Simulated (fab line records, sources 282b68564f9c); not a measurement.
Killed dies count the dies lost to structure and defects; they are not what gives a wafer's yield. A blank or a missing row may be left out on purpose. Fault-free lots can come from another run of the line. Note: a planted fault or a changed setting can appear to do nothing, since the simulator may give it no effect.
fab line records	flow rit_cmos
record lots=14	wafers=42	last_day=7
route steps=202 shown ACTIVE@4 PWELL@48 FOX2@80 NLDD@112 M1@202
lots untouched by any fault: they come from a run of this same line in which no faults occurred
start_h: hours from the record's first day to the start of the lot's first wafer shown	wait_h: hours from the lot's prior step to this one	" same as the row above	L1.1+2: a row that stands for several wafers	- value missing, or start not given	* or withheld: withheld	< > ~ a bound
route shown NAME@n: NAME is a module with steps in the file, n the number in the route of the first one	usual: the fault-free wafers' mean and standard deviation	same: alike in all rows	chamber/n: place in a boat	sites: each site's reading	_std_site: standard deviation of those values	_edge_site: mean of outer sites minus mean of inner sites	radius_mm: for every site, how far away it sits from the centre of the wafer	mask NAME#n: copy n	behind: tool/chamber where the wafer was last shaped	hold: what put the lot on hold/how long, in hours/how the hold closed	device: the transistor (n, p or np) that didn't switch	end of line: the tests these same wafers got at the end of their route	a step with no rows: only its recipe	killed: the dies lost at the first sort to structure and to defects; this is not the yield of the wafer	map: a wafer's dies, x killed, . not, _ none there
set.NAME: setting as actually run; set.NAME@STEP: the setting as run at that earlier step	model.NAME: the simulator's own value behind a step, which no gauge read
the route's steps for a sample of lots (tables are steps, rows are wafers)
services: when a tool's chamber went out of use (start_h, in hours from the record's first day, below 0 if earlier), for how many hours, and the reason
## steps
# step RIT_ACTIVE_CVD_03
# recipe material=Si3N4	target_thk_nm=150	temp_c=810	precursor=SiH2Cl2/NH3	time_s=1500	pressure_mtorr=300	sih2cl2_flow_sccm=60	nh3_flow_sccm=150
lot.wafer	tool	chamber	start_h	wait_h
L336.2+5+6	lpcvd-01	1	17.11	0.0
L338.1+3+6	lpcvd-01	1	27.51	0.1
L339.1+4+6	lpcvd-02	0	33.92	0.1
L340.1+4+5	lpcvd-02	0	37.42	0.1
L341.2+4+6	lpcvd-01	0	42.51	0.0
L344.1+3+4	lpcvd-02	0	58.17	0.7
L345.1+2+3	lpcvd-01	0	63.42	0.1
L350.3+4+6	lpcvd-01	1	87.22	0.0
L351.2+3+5	lpcvd-01	1	92.97	0.0
L352.3+4+6	lpcvd-01	0	97.23	0.0
L353.1+2+3	lpcvd-02	1	102.11	0.1
L354.3+5+6	lpcvd-01	0	107.13	0.0
L355.1+3+5	lpcvd-02	0	113.18	0.1
L358.1+4+5	lpcvd-02	1	128.60	0.1
# step RIT_ACTIVE_THK_MEAS_04
# recipe reads=Si3N4_of_ACTIVE_CVD_03
# usual ACTIVE_NITRIDE_THK=150.5/1.1
lot.wafer	tool	chamber	start_h	wait_h	ACTIVE_NITRIDE_THK[nm]
L336.2	film_metro-04	-	18.54	0.0	152.6
L336.5	"	-	"	"	152.2
L336.6	"	-	"	"	152.4
L338.1	film_metro-02	-	28.93	0.0	150.2
L338.3	"	-	"	"	149.9
L338.6	"	-	"	"	150.3
L339.1	film_metro-01	-	35.34	0.0	150.7
L339.4	"	-	"	"	149.7
L339.6	"	-	"	"	149.6
L340.1	film_metro-02	-	38.83	0.0	149.8
L340.4	"	-	"	"	151.5
L340.5	"	-	"	"	150.5
L341.2	film_metro-02	-	43.94	0.0	149.8
L341.4	"	-	"	"	148.9
L341.6	"	-	"	"	148.4
L344.1	film_metro-04	-	59.59	0.0	150.5
L344.3	"	-	"	"	150.9
L344.4	"	-	"	"	150.9
L345.1	film_metro-01	-	64.83	0.0	149.2
L345.2	"	-	"	"	149.9
L345.3	"	-	"	"	150.5
L350.3	film_metro-01	-	88.66	0.0	286.9
L350.4	"	-	"	"	286.2
L350.6	"	-	"	"	286.9
L351.2	film_metro-01	-	94.39	0.0	285.4
L351.3	"	-	"	"	284.4
L351.5	"	-	"	"	285.9
L352.3	film_metro-04	-	98.66	0.0	150.9
L352.4	"	-	"	"	149.8
L352.6	"	-	"	"	150.0
L353.1	film_metro-04	-	103.53	0.0	149.7
L353.2	"	-	"	"	148.8
L353.3	"	-	"	"	148.8
L354.3	film_metro-02	-	108.56	0.0	149.1
L354.5	"	-	"	"	150.2
L354.6	"	-	"	"	149.5
L355.1	film_metro-02	-	114.59	0.0	149.3
L355.3	"	-	"	"	149.7
L355.5	"	-	"	"	149.9
L358.1	film_metro-02	-	130.02	0.0	149.8
L358.4	"	-	"	"	150.8
L358.5	"	-	"	"	149.4
# step RIT_ACTIVE_ETCH_13
# recipe stop_on=SiO2	chemistry=SF6	target=Si3N4	time_s=210	over_etch_frac=0.4	SF6_flow_sccm=200	pressure_mtorr=260	rf_w=125	target_depth_a=2100
# usual drypump_motor_current_A=5.7/0.52	oes_product_au=0.821/0.015	throttle_valve_pct=7.43/0.13
lot.wafer	tool	chamber	start_h	wait_h	drypump_motor_current_A	oes_product_au	rf_hours_counter_h	throttle_valve_pct
L336.2	rie_diel-04	2	19.83	0.1	5.5	0.833	40	7.55
L336.5	"	1	"	"	5.3	0.825	-	7.38
L336.6	"	0	"	"	5.1	0.820	-	7.48
L338.1	rie_diel-02	1	30.23	0.1	4.8	0.810	91	7.40
L338.3	"	2	"	"	5.4	0.833	29	7.25
L338.6	"	1	"	"	4.9	0.808	-	7.40
L339.1	rie_diel-04	0	36.87	0.1	5.1	0.811	21	7.47
L339.4	"	1	"	"	5.2	0.813	158	7.35
L339.6	"	0	"	"	5.1	0.803	-	7.46
L340.1	rie_diel-04	0	40.01	0.1	5.1	0.807	21	7.46
L340.4	"	3	"	"	6.3	0.805	16	7.35
L340.5	"	0	"	"	5.2	0.813	-	7.45
L341.2	rie_diel-02	2	45.11	0.1	5.3	0.834	29	7.26
L341.4	"	3	"	"	6.3	0.789	38	7.64
L341.6	"	0	"	"	6.2	0.839	-	7.55
L344.1	rie_diel-02	3	60.89	0.1	6.3	0.807	38	7.63
L344.3	"	1	"	"	4.9	0.819	92	7.42
L344.4	"	0	"	"	6.3	0.840	36	7.57
L345.1	rie_diel-02	1	66.01	0.1	4.8	0.815	92	7.41
L345.2	"	2	"	"	5.3	0.841	30	7.24
L345.3	"	3	"	"	6.3	0.795	38	7.65
L350.3	rie_diel-01	0	90.03	0.1	6.1	1.005	145	7.56
L350.4	"	1	"	"	6.1	1.023	19	7.35
L350.6	"	0	"	"	6.1	1.014	-	7.56
L351.2	rie_diel-01	2	95.69	0.1	5.9	1.018	136	7.43
L351.3	"	3	"	"	5.6	0.979	3	7.25
L351.5	"	0	"	"	6.1	1.002	-	7.56
L352.3	rie_diel-01	1	100.22	0.1	6.0	0.820	19	7.35
L352.4	"	2	"	"	5.9	0.817	136	7.41
L352.6	"	2	"	"	5.9	0.811	-	7.41
L353.1	rie_diel-02	1	104.71	0.1	4.8	0.817	93	7.40
L353.2	"	2	"	"	5.3	0.842	31	7.24
L353.3	"	0	"	"	6.3	0.829	37	7.57
L354.3	rie_diel-02	3	109.85	0.1	6.3	0.795	39	7.64
L354.5	"	3	"	"	6.3	0.804	-	7.64
L354.6	"	0	"	"	6.3	0.832	-	7.56
L355.1	rie_diel-02	3	115.78	0.1	6.3	0.786	39	7.64
L355.3	"	2	"	"	5.4	0.833	31	7.24
L355.5	"	1	"	"	4.8	0.816	-	7.40
L358.1	rie_diel-04	1	131.32	0.1	5.3	0.816	0	7.35
L358.4	"	3	"	"	6.4	0.808	17	7.35
L358.5	"	0	"	"	5.1	0.803	-	7.46
# step RIT_PWELL_STRIP_09
# recipe chemistry=O2	time_s=180	resist=NOVOLAK	platen_temp_c=withheld	power_w=500	pressure_mtorr=4000	o2_flow_sccm=4000
# usual drypump_motor_current_A=5.55/0.21
lot.wafer	tool	chamber	start_h	wait_h	drypump_motor_current_A	rf_hours_counter_h
L336.2	plasma_asher-02	1	29.36	0.1	5.80	39
L336.5	"	1	"	"	5.78	-
L336.6	"	0	"	"	5.49	-
L338.1	plasma_asher-03	1	39.24	0.1	5.18	38
L338.3	"	1	"	"	5.16	-
L338.6	"	0	"	"	5.52	-
L339.1	plasma_asher-02	1	44.40	0.1	5.80	40
L339.4	"	1	"	"	5.80	-
L339.6	"	0	"	"	5.52	-
L340.1	plasma_asher-04	1	53.68	0.1	5.81	25
L340.4	"	1	"	"	5.78	-
L340.5	"	0	"	"	5.55	-
L341.2	plasma_asher-04	1	55.73	0.1	5.75	26
L341.4	"	0	"	"	5.56	-
L341.6	"	1	"	"	5.74	-
L344.1	plasma_asher-02	1	70.29	0.1	5.80	43
L344.3	"	1	"	"	5.78	-
L344.4	"	0	"	"	5.48	-
L345.1	plasma_asher-02	1	74.47	0.1	5.80	44
L345.2	"	0	"	"	5.51	44
L345.3	"	0	"	"	5.48	-
L352.3	plasma_asher-02	1	109.86	0.1	5.78	-
L352.4	"	0	"	"	5.47	-
L352.6	"	0	"	"	5.45	-
L353.1	plasma_asher-02	0	114.91	0.1	5.51	49
L353.2	"	1	"	"	5.81	49
L353.3	"	0	"	"	5.53	-
L354.3	plasma_asher-04	0	119.91	0.1	5.54	-
L354.5	"	0	"	"	5.56	-
L354.6	"	1	"	"	5.77	-
L355.1	plasma_asher-03	1	124.31	0.1	5.18	1
L355.3	"	0	"	"	5.53	-
L355.5	"	0	"	"	5.54	-
L358.1	plasma_asher-03	0	139.14	0.1	5.52	2
L358.4	"	0	"	"	5.52	-
L358.5	"	1	"	"	5.18	-
# step RIT_FOX2_THK_MEAS_91
# recipe reads=SiO2_of_FOX2_OXIDATION_00
# usual FIELD_OXIDE_LEFT_2_THK=254/7.7
lot.wafer	tool	chamber	start_h	wait_h	FIELD_OXIDE_LEFT_2_THK[nm]
L336.2	film_metro-03	-	39.21	0.0	268
L336.5	"	-	"	"	269
L336.6	"	-	"	"	269
L338.1	film_metro-01	-	54.40	0.0	246
L338.3	"	-	"	"	254
L338.6	"	-	"	"	243
L339.1	film_metro-03	-	56.56	0.0	243
L339.4	"	-	"	"	249
L339.6	"	-	"	"	245
L340.1	film_metro-04	-	63.07	0.0	240
L340.4	"	-	"	"	255
L340.5	"	-	"	"	250
L341.2	film_metro-04	-	66.20	0.0	258
L341.4	"	-	"	"	261
L341.6	"	-	"	"	256
L344.1	film_metro-03	-	80.41	0.0	257
L344.3	"	-	"	"	258
L344.4	"	-	"	"	257
L345.1	film_metro-01	-	84.45	0.0	258
L345.2	"	-	"	"	251
L345.3	"	-	"	"	258
L352.3	film_metro-03	-	120.38	0.0	250
L352.4	"	-	"	"	251
L352.6	"	-	"	"	263
L353.1	film_metro-01	-	124.90	0.0	254
L353.2	"	-	"	"	264
L353.3	"	-	"	"	257
L354.3	film_metro-01	-	129.64	0.0	239
L354.5	"	-	"	"	245
L354.6	"	-	"	"	245
L355.1	film_metro-03	-	134.51	0.0	251
L355.3	"	-	"	"	258
L355.5	"	-	"	"	254
L358.1	film_metro-04	-	148.96	0.0	261
L358.4	"	-	"	"	264
L358.5	"	-	"	"	258
# step RIT_NLDD_STRIP_09
# recipe chemistry=O2	time_s=180	resist=NOVOLAK	platen_temp_c=withheld	power_w=500	pressure_mtorr=4124	o2_flow_sccm=4000
# usual drypump_motor_current_A=5.52/0.22
lot.wafer	tool	chamber	start_h	wait_h	drypump_motor_current_A	rf_hours_counter_h
L336.2	plasma_asher-03	0	53.83	0.1	5.52	39
L336.5	"	0	"	"	5.54	-
L336.6	"	1	"	"	5.16	-
L338.1	plasma_asher-03	1	66.34	0.1	5.17	41
L338.3	"	1	"	"	5.20	-
L338.6	"	0	"	"	5.55	-
L339.1	plasma_asher-03	0	68.90	0.1	5.54	41
L339.4	"	0	"	"	5.54	-
L339.6	"	1	"	"	5.20	-
L340.1	plasma_asher-03	1	74.01	0.1	5.20	42
L340.4	"	1	"	"	5.23	-
L340.5	"	0	"	"	5.51	-
L341.2	plasma_asher-02	1	76.68	0.1	5.81	44
L341.4	"	0	"	"	5.50	-
L341.6	"	1	"	"	5.80	-
L344.1	plasma_asher-02	0	91.43	0.1	5.46	46
L344.3	"	0	"	"	5.48	-
L344.4	"	1	"	"	5.81	-
L345.1	plasma_asher-03	0	94.01	0.1	5.53	44
L345.2	"	1	"	"	5.15	44
L345.3	"	1	"	"	5.14	-
L352.3	plasma_asher-03	1	133.03	0.1	5.21	-
L352.4	"	0	"	"	5.56	-
L352.6	"	0	"	"	5.57	-
L353.1	plasma_asher-02	0	137.58	0.1	5.48	51
L353.2	"	1	"	"	5.81	51
L353.3	"	1	"	"	5.83	-
L354.3	plasma_asher-03	0	140.23	0.1	5.52	-
L354.5	"	1	"	"	5.15	-
L354.6	"	0	"	"	5.55	-
L355.1	plasma_asher-03	0	148.07	0.1	5.56	3
L355.3	"	0	"	"	5.55	-
L355.5	"	0	"	"	5.55	-
L358.1	plasma_asher-02	1	162.05	0.1	5.80	54
L358.4	"	0	"	"	5.47	-
L358.5	"	0	"	"	5.48	-
# step RIT_M1_PROBE_99
# usual killed_at_contacts=0.0/0.22	killed_at_front_end=7/3	killed_dies=7/3.1	killed_on_rim=1.8/1.4	killed_open=3.4/2.1	killed_short=3.4/2
# same gross_dies=264	killed_at_M0_to_M3=0	killed_at_M4_up=0	killed_at_back_side=0	killed_at_other=0
lot.wafer	tool	chamber	start_h	wait_h	killed_at_contacts	killed_at_front_end	killed_dies	killed_on_rim	killed_open	killed_short
L336.2	prober-02	-	69.30	0.1	1	4	5	0	3	2
L336.5	prober-02	-	69.45	0.2	0	6	6	0	3	3
L336.6	prober-02	-	69.50	0.2	0	5	5	2	4	1
L338.1	prober-02	-	81.62	0.1	0	4	4	3	2	2
L338.3	prober-02	-	81.72	0.2	0	10	10	1	3	6
L338.6	prober-02	-	81.87	0.2	0	3	3	0	0	3
L339.1	prober-01	-	84.44	0.1	0	12	12	2	4	8
L339.4	prober-01	-	84.59	0.2	0	5	5	0	1	4
L339.6	prober-01	-	84.69	0.2	0	4	4	2	2	2
L340.1	prober-02	-	90.06	0.1	0	10	10	3	5	5
L340.4	prober-02	-	90.21	0.2	0	6	6	0	4	2
L340.5	prober-02	-	90.26	0.2	0	5	5	2	2	3
L341.2	prober-01	-	92.06	0.1	0	11	11	4	7	4
L341.4	prober-01	-	92.16	0.2	0	8	8	4	4	4
L341.6	prober-01	-	92.26	0.2	0	8	8	5	5	3
L344.1	prober-02	-	108.09	0.1	0	6	6	2	3	3
L344.3	prober-02	-	108.19	0.2	0	6	6	3	2	4
L344.4	prober-02	-	108.24	0.2	0	13	13	2	5	8
L345.1	prober-01	-	109.64	0.1	0	9	9	1	6	3
L345.2	prober-01	-	109.69	0.1	0	8	8	3	3	5
L345.3	prober-01	-	109.74	0.2	0	8	8	4	6	2
L350.3	prober-02	-	138.64	0.2	0	264	264	70	8	4
L350.6	prober-02	-	138.79	0.2	0	264	264	70	1	3
L351.2	prober-01	-	142.07	0.1	0	264	264	70	3	1
L351.3	prober-01	-	142.12	0.2	0	264	264	70	3	6
L351.5	prober-01	-	142.22	0.2	0	264	264	70	1	2
L352.3	prober-02	-	148.40	0.2	1	15	16	3	8	8
L352.4	prober-02	-	148.45	0.2	0	4	4	0	2	2
L352.6	prober-02	-	148.55	0.2	0	4	4	0	3	1
L353.1	prober-01	-	153.00	0.1	0	6	6	1	2	4
L353.2	prober-01	-	153.05	0.1	0	3	3	0	3	0
L353.3	prober-01	-	153.10	0.2	0	5	5	2	1	4
L354.3	prober-02	-	155.64	0.2	0	12	12	3	8	4
L354.5	prober-02	-	155.74	0.2	0	1	1	0	1	0
L354.6	prober-02	-	155.79	0.2	0	4	4	2	3	1
L355.1	prober-01	-	162.99	0.1	0	3	3	0	2	1
L355.3	prober-01	-	163.09	0.2	0	6	6	1	3	3
L355.5	prober-01	-	163.19	0.2	0	9	9	3	1	8
L358.1	prober-02	-	177.42	0.1	0	8	8	2	3	5
L358.4	prober-02	-	177.57	0.2	0	11	11	3	5	6
L358.5	prober-02	-	177.62	0.2	0	2	2	0	0	2
# killed by level:class
L336.2 FOX1:geometric_particle:short=1 GATE:geometric_particle:open=1 GATE:geometric_particle:short=1 REOX:geometric_particle:open=1 CONTACT:geometric_particle:open=1
L336.5 FOX1:geometric_particle:short=2 GATE:geometric_particle:open=2 SPACER:geometric_particle:open=1 SILICIDE:geometric_particle:short=1
L336.6 GATE:geometric_particle:open=2 SILICIDE:geometric_particle:open=2 REOX:geometric_particle:short=1
L338.1 GATE:geometric_particle:open=1 GATE:geometric_particle:short=1 REOX:geometric_particle:open=1 SPACER:geometric_particle:short=1
L338.3 FOX2:geometric_particle:short=3 FOX1:geometric_particle:short=1 GATE:geometric_particle:short=1 GATE:geometric_particle:open=1 REOX:geometric_particle:open=1 SPACER:geometric_particle:short=1 SPACER:geometric_particle:open=1 NWELL:coat_microbubble_printed=1
L338.6 GATE:geometric_particle:short=1 REOX:geometric_particle:short=1 SPACER:geometric_particle:short=1
L339.1 GATE:geometric_particle:short=5 FOX1:geometric_particle:open=3 SPACER:geometric_particle:short=2 FOX1:geometric_particle:short=1 SILICIDE:geometric_particle:open=1
L339.4 SILICIDE:geometric_particle:short=2 GATE:geometric_particle:open=1 GATE:geometric_particle:short=1 SPACER:geometric_particle:short=1
L339.6 GATE:geometric_particle:short=1 GATE:geometric_particle:open=1 SILICIDE:geometric_particle:open=1 SILICIDE:geometric_particle:short=1
L340.1 SILICIDE:geometric_particle:open=3 GATE:geometric_particle:short=2 REOX:geometric_particle:short=2 FOX2:geometric_particle:open=1 REOX:geometric_particle:open=1 SILICIDE:geometric_particle:short=1
L340.4 REOX:geometric_particle:open=2 GATE:geometric_particle:open=1 GATE:geometric_particle:short=1 REOX:geometric_particle:short=1 SILICIDE:geometric_particle:open=1
L340.5 FOX1:geometric_particle:open=1 REOX:geometric_particle:short=1 SPACER:geometric_particle:open=1 SPACER:geometric_particle:short=1 SILICIDE:geometric_particle:short=1
L341.2 FOX1:geometric_particle:open=3 GATE:geometric_particle:open=3 SPACER:geometric_particle:short=2 GATE:geometric_particle:short=1 REOX:geometric_particle:short=1 SPACER:geometric_particle:open=1
L341.4 FOX1:geometric_particle:short=2 GATE:geometric_particle:short=2 FOX1:geometric_particle:open=1 FOX2:geometric_particle:open=1 GATE:geometric_particle:open=1 SILICIDE:geometric_particle:open=1
L341.6 GATE:geometric_particle:open=2 REOX:geometric_particle:short=2 FOX1:geometric_particle:open=1 GATE:geometric_particle:short=1 SPACER:geometric_particle:open=1 SILICIDE:geometric_particle:open=1
L344.1 GATE:geometric_particle:open=3 FOX1:geometric_particle:short=1 GATE:geometric_particle:short=1 SILICIDE:geometric_particle:short=1
L344.3 GATE:geometric_particle:short=3 FOX1:geometric_particle:open=1 GATE:geometric_particle:open=1 SILICIDE:geometric_particle:short=1
L344.4 GATE:geometric_particle:short=5 FOX1:geometric_particle:open=2 GATE:geometric_particle:open=2 FOX2:geometric_particle:short=1 REOX:geometric_particle:short=1 SILICIDE:geometric_particle:open=1 SILICIDE:geometric_particle:short=1
L345.1 GATE:geometric_particle:open=2 SPACER:geometric_particle:short=2 SILICIDE:geometric_particle:open=2 GATE:geometric_particle:short=1 REOX:geometric_particle:open=1 SPACER:geometric_particle:open=1
L345.2 GATE:geometric_particle:short=3 FOX1:geometric_particle:open=1 REOX:geometric_particle:open=1 SPACER:geometric_particle:short=1 SILICIDE:geometric_particle:open=1 SILICIDE:geometric_particle:short=1
L345.3 GATE:geometric_particle:open=4 FOX1:geometric_particle:open=1 FOX2:geometric_particle:open=1 GATE:geometric_particle:short=1 SILICIDE:geometric_particle:short=1
L350.3 ACTIVE:area_etch=252 GATE:geometric_particle:open=4 GATE:geometric_particle:short=3 REOX:geometric_particle:open=2 FOX1:geometric_particle:short=1 FOX1:geometric_particle:open=1 SPACER:geometric_particle:open=1
L350.6 ACTIVE:area_etch=260 FOX1:geometric_particle:short=1 GATE:geometric_particle:short=1 SILICIDE:geometric_particle:open=1 SILICIDE:geometric_particle:short=1
L351.2 ACTIVE:area_etch=260 FOX1:geometric_particle:open=1 FOX1:geometric_particle:short=1 GATE:geometric_particle:open=1 SILICIDE:geometric_particle:open=1
L351.3 ACTIVE:area_etch=255 FOX2:geometric_particle:short=2 FOX1:geometric_particle:open=1 FOX1:geometric_particle:short=1 GATE:geometric_particle:short=1 REOX:geometric_particle:open=1 SPACER:geometric_particle:open=1 SPACER:geometric_particle:short=1
L351.5 ACTIVE:area_etch=261 FOX1:geometric_particle:short=1 GATE:geometric_particle:open=1 SPACER:geometric_particle:short=1
L352.3 GATE:geometric_particle:open=5 SILICIDE:geometric_particle:short=3 GATE:geometric_particle:short=2 FOX1:geometric_particle:open=1 FOX2:geometric_particle:short=1 REOX:geometric_particle:open=1 SPACER:geometric_particle:short=1 SILICIDE:geometric_particle:open=1
L352.4 SILICIDE:geometric_particle:open=2 SPACER:geometric_particle:short=1 SILICIDE:geometric_particle:short=1
L352.6 SILICIDE:geometric_particle:open=2 GATE:geometric_particle:open=1 SPACER:geometric_particle:short=1
L353.1 SILICIDE:geometric_particle:short=2 FOX1:geometric_particle:short=1 FOX2:geometric_particle:open=1 FOX2:geometric_particle:short=1 GATE:geometric_particle:open=1
L353.2 FOX2:geometric_particle:open=1 GATE:geometric_particle:open=1 SILICIDE:geometric_particle:open=1
L353.3 SILICIDE:geometric_particle:short=2 FOX1:geometric_particle:short=1 SPACER:geometric_particle:short=1 SILICIDE:geometric_particle:open=1
L354.3 REOX:geometric_particle:open=4 GATE:geometric_particle:open=3 GATE:geometric_particle:short=2 FOX1:geometric_particle:short=1 FOX2:geometric_particle:open=1 FOX2:geometric_particle:short=1
L354.5 REOX:geometric_particle:open=1
L354.6 GATE:geometric_particle:open=2 GATE:geometric_particle:short=1 SILICIDE:geometric_particle:open=1
L355.1 FOX1:geometric_particle:open=1 FOX2:geometric_particle:short=1 GATE:geometric_particle:open=1
L355.3 GATE:geometric_particle:short=2 GATE:geometric_particle:open=2 REOX:geometric_particle:open=1 SPACER:geometric_particle:short=1
L355.5 GATE:geometric_particle:short=4 SPACER:geometric_particle:short=2 FOX1:geometric_particle:short=1 REOX:geometric_particle:short=1 SPACER:geometric_particle:open=1
L358.1 GATE:geometric_particle:short=3 FOX1:geometric_particle:open=1 FOX1:geometric_particle:short=1 FOX2:geometric_particle:short=1 GATE:geometric_particle:open=1 SILICIDE:geometric_particle:open=1
L358.4 GATE:geometric_particle:open=3 REOX:geometric_particle:short=2 SILICIDE:geometric_particle:short=2 FOX1:geometric_particle:short=1 REOX:geometric_particle:open=1 SPACER:geometric_particle:short=1 SPACER:geometric_particle:open=1
L358.5 SILICIDE:geometric_particle:short=2
## services
tool	chamber	start_h	hours	kind
rie_diel-01	2	-5.00	8.4	repair
rie_diel-04	-	-2.20	3.5	repair
rie_diel-04	2	0.99	5.7	repair
rie_diel-02	-	7.45	15.6	pm
plasma_asher-04	-	66.03	15.6	pm
rie_diel-04	2	71.51	3.9	repair
rie_diel-01	0	76.20	3.1	repair
rie_diel-04	-	79.90	14.6	pm
rie_diel-02	-	92.45	0.9	repair
rie_diel-04	-	94.50	15.6	pm
plasma_asher-03	-	108.75	9.0	pm
plasma_asher-03	0	108.75	9.0	vent_cycle
plasma_asher-03	1	108.75	9.0	vent_cycle
plasma_asher-03	0	117.75	-	clean
plasma_asher-03	1	117.75	-	clean
rie_diel-04	-	119.46	1.1	repair
rie_diel-04	-	124.64	2.8	pm
rie_diel-01	3	126.93	15.4	repair
plasma_asher-02	-	128.20	0.5	repair
rie_diel-04	0	137.42	5.9	repair
plasma_asher-03	-	138.30	0.8	repair
plasma_asher-03	-	142.61	4.9	repair
rie_diel-04	3	142.82	4.6	repair
plasma_asher-02	-	154.47	3.4	repair
## key
first_sign step=RIT_ACTIVE_THK_MEAS_04	reading=ACTIVE_NITRIDE_THK	direction=up	sigmas=99+	usual=150.5	struck=285.9
effect step=RIT_ACTIVE_ETCH_13	reading=oes_product_au	direction=up	sigmas=12	usual=0.821	struck=1.007
effect step=RIT_M1_PROBE_99	reading=killed_at_front_end	direction=up	sigmas=85	usual=7	struck=264
more_kills_born_at RIT_ACTIVE_ETCH_13@rie_diel-01=1288
met_at RIT_ACTIVE_CVD_03
struck_lots L350,L351
struck_wafers L350.3,L350.4,L350.6,L351.2,L351.3,L351.5
rows_end L350.4
later_rows_left_out L350.3,L350.6,L351.2,L351.3,L351.5
tester_left_out L350,L351
not_acting_at RIT_PWELL_STRIP_09,RIT_FOX2_THK_MEAS_91,RIT_NLDD_STRIP_09
onset_between 27.51 87.22
fault kind=process_parameter_drift	tool=lpcvd-01	chamber=1	onset_h=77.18	steps=RIT_ACTIVE_CVD_03	channel=target_thk_nm	offset=135.42	shape=step	end_h=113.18	acts_in=these_recipes_only	stated=150
# tester_left_out: of these lots the tester's yield and bins aren't shown, on N5 and GAA mostly nor the transistor test; their killed dies are dies lost to structure and defects alone, not to doping, threshold or leakage, so they don't give the yield
# later_rows_left_out: the simulator's readings of these wafers behind a module that went badly wrong aren't trusted and aren't shown, but for the sort
# rows_end: these wafers met a further fault down the route, and their rows from its step on are left out
